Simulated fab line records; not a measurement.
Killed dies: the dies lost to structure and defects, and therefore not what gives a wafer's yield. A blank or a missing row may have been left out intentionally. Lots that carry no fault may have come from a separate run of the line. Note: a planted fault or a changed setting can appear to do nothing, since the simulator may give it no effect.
Code-filled problem report in 8D (eight disciplines) form ; flow berkeleyCmos170 ; the parts of the form that need people (team, actions taken, sign-off) are left out

== 1. WHAT WENT WRONG ==
tiltDeg at UCB170_PVT_IMPLANT_07 reads a mean of 5.580 degrees on 6 wafers of 2 lots; wafers without a fault read 6.999 degrees with a standard deviation of 0.019. That is -75 standard deviations from the usual mean.
First observed at day 8 19:10: wafer L916.2, on implanter-04. The record holds 42 wafers of 14 lots with a number at this step. Rule for "out" (also "out of limits"): further than 4 standard deviations from the usual mean. The rest of the wafers with a number are treated as sound.

== 2. WHAT IT IS, WHAT IT ISN'T ==
question;is;is not
which readings at this step;tiltDeg;-
which lots;L915, L916;L902, L903, L904, L905, L907, L910, L911, L917, L920, L921, L922, L924
which wafers of those lots;all that have a number;-
read on which tools;implanter-04;implanter-02, implanter-03
when;from day 8 19:10;"up to then (21 sound wafers); but 15 sound wafers of L917, L920, L921, L922, L924 came after"

== 3. WHAT RULES OUT EACH SUSPECT ==
Counting: a tool at a process step up to the reading stays a suspect if it ran every lot that is out and no sound lot after the first of them.
- implanter-04 at UCB170_PVT_IMPLANT_07: kept. Every lot that is out went through it, starting with L916 (day 8 19:10), and after that it ran no sound lot; the last sound lot it ran before then is L910 (day 7 09:05). On those wafers its own readings are out: tiltDeg.
The count leaves implanter-04 at UCB170_PVT_IMPLANT_07.

== 4. THE CAUSE (what the simulator had put in) ==
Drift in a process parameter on implanter-04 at UCB170_PVT_IMPLANT_07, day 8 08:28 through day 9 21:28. Setting tiltDeg shifted by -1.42 from 7. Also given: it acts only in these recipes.
After counting, this tool was the only one left.

== 5. THE EFFECT CHAIN, in route order ==
Rows list readings where the struck wafers' mean (over those with a number) sits beyond 3 standard deviations from the usual. Only readings whose record carries a usual standard deviation are examined. hours: median over the lots of the time between each lot's start at the first step of this table that gives one and its start at this step. sigmas: the change, counted in usual standard deviations.
hours;step;reading;usual;on struck wafers;change;sigmas
0;UCB170_PVT_IMPLANT_07;tiltDeg;6.999 degrees;5.580;-1.419;-75
The process steps in it:
- UCB170_PVT_IMPLANT_07
At these later measuring or inspecting steps, every struck wafer for which the step has a row has a number for every such reading, and none has moved that far: UCB170_NLDD_OVL_MEAS_07.

== 6. HOW IT WOULD HAVE BEEN CAUGHT EARLIER ==
11 hours passed between the start of the fault at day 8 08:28 and the first reading out of limits in this record, taken at day 8 19:10.
